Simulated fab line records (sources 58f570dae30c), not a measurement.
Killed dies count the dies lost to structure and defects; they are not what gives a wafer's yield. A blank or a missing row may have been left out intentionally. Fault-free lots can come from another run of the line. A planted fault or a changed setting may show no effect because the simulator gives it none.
A struck lot beside a sound one + flow berkeley_cmos170 + 14 out of 331 route steps
Sound: the wafers L200.1, L200.2, L200.3. Wafers L198.3, L198.5, L198.6 were the ones struck. Last of all comes the cause.
At each step with rows: each side's tool, then ch and its chambers, then its first start. Under that, the readings that differ: sound wafers + struck wafers + difference of the means + sigmas: that difference in standard deviations of wafers without a fault.
alike: a reading whose means differ by less than 2 such deviations, as well as words and numbers matching on both sides. not compared: withheld readings; readings where some wafer has no value; bounds like >300 that might hide an equal value; numbers whose values overlap and for which the record gives no deviation.
A row with sigmas, a row that says differs or no value, or rows on one side alone: a step with any of these is where the two part. Numbers that have no deviation but don't overlap get no sigmas and don't part them. A reading missing from all wafers of one side parts the sides only when that side holds two or more wafers.

UCB170_V2_BOW_MEAS_03:
  struck on film_metro-02, day 10 14:56; sound on film_metro-03, day 11 01:08
  alike: V2_BOW
UCB170_V2_THK_MEAS_04:
  struck on film_metro-02, day 10 15:02; sound on film_metro-03, day 11 01:15
  alike: V2_POLISHED_THK
then, 7 steps without rows for these wafers: UCB170_V2_CLEAN_05 (cleans in DIW); UCB170_V2_HMDS_06 (prime time 60 s); UCB170_V2_COAT_07 (resist thk 900 nm); UCB170_V2_SOFTBAKE_08 (time 60 s); UCB170_V2_EXPOSE_09 (exposes mask VIA2, target cd 700 nm); UCB170_V2_PEB_10; UCB170_V2_DEVELOP_11 (develop time 45 s).
UCB170_V2_CD_MEAS_12 targets a cd of 700 nm.
  struck on cd_sem-01, day 10 16:13; sound on cd_sem-02, day 11 02:41
  alike: cd_nm
UCB170_V2_OVL_MEAS_13:
  struck on overlay-01, day 10 16:18; sound on overlay-01, day 11 02:49
  alike: V2_OVL
UCB170_V2_ETCH_14: etches SiO2 in CHF3/CF4/Ar, stops on Al, target depth 1250 nm, time 291 s.
  sound on rie_diel-04 ch 1,2,3, day 11 02:50; struck on rie_diel-04 ch 1,2, day 10 16:19
  alike: drypump_motor_current_A, oes_product_au, throttle_valve_pct
  not compared: rf_hours_counter_h
UCB170_V2_STRIP_15: strips in O2.
  sound on plasma_asher-04 ch 0,1, day 11 03:01; struck on plasma_asher-03 ch 0,1, day 10 16:32
  no value came back on the struck wafers for chamber_pressure_mTorr (mTorr), drypump_motor_current_A (A), oes_product_au (a.u.), strip_time_to_endpoint_s (s); on the sound wafers chamber_pressure_mTorr (mTorr) reads 3495 3501 3499
| reading                             | sound | struck            | difference | sigmas |
|-------------------------------------|-------|-------------------|------------|--------|
| model.KrF_of_V2_COAT_07.thk_nm (nm) | 0 0 0 | 613.2 613.7 611.6 | +612.8     |        |
  not compared: rf_hours_counter_h
UCB170_V2_CD_MEAS_90 targets a cd of 700 nm.
  struck on cd_sem-01, day 10 16:38; sound on cd_sem-01, day 11 03:07
  alike: cd_nm

## WHERE THEY PART
Only at UCB170_V2_STRIP_15, within this record. Later steps at which nothing parts them and some readings are alike: UCB170_V2_CD_MEAS_90.

WHY: whatever the simulator had introduced
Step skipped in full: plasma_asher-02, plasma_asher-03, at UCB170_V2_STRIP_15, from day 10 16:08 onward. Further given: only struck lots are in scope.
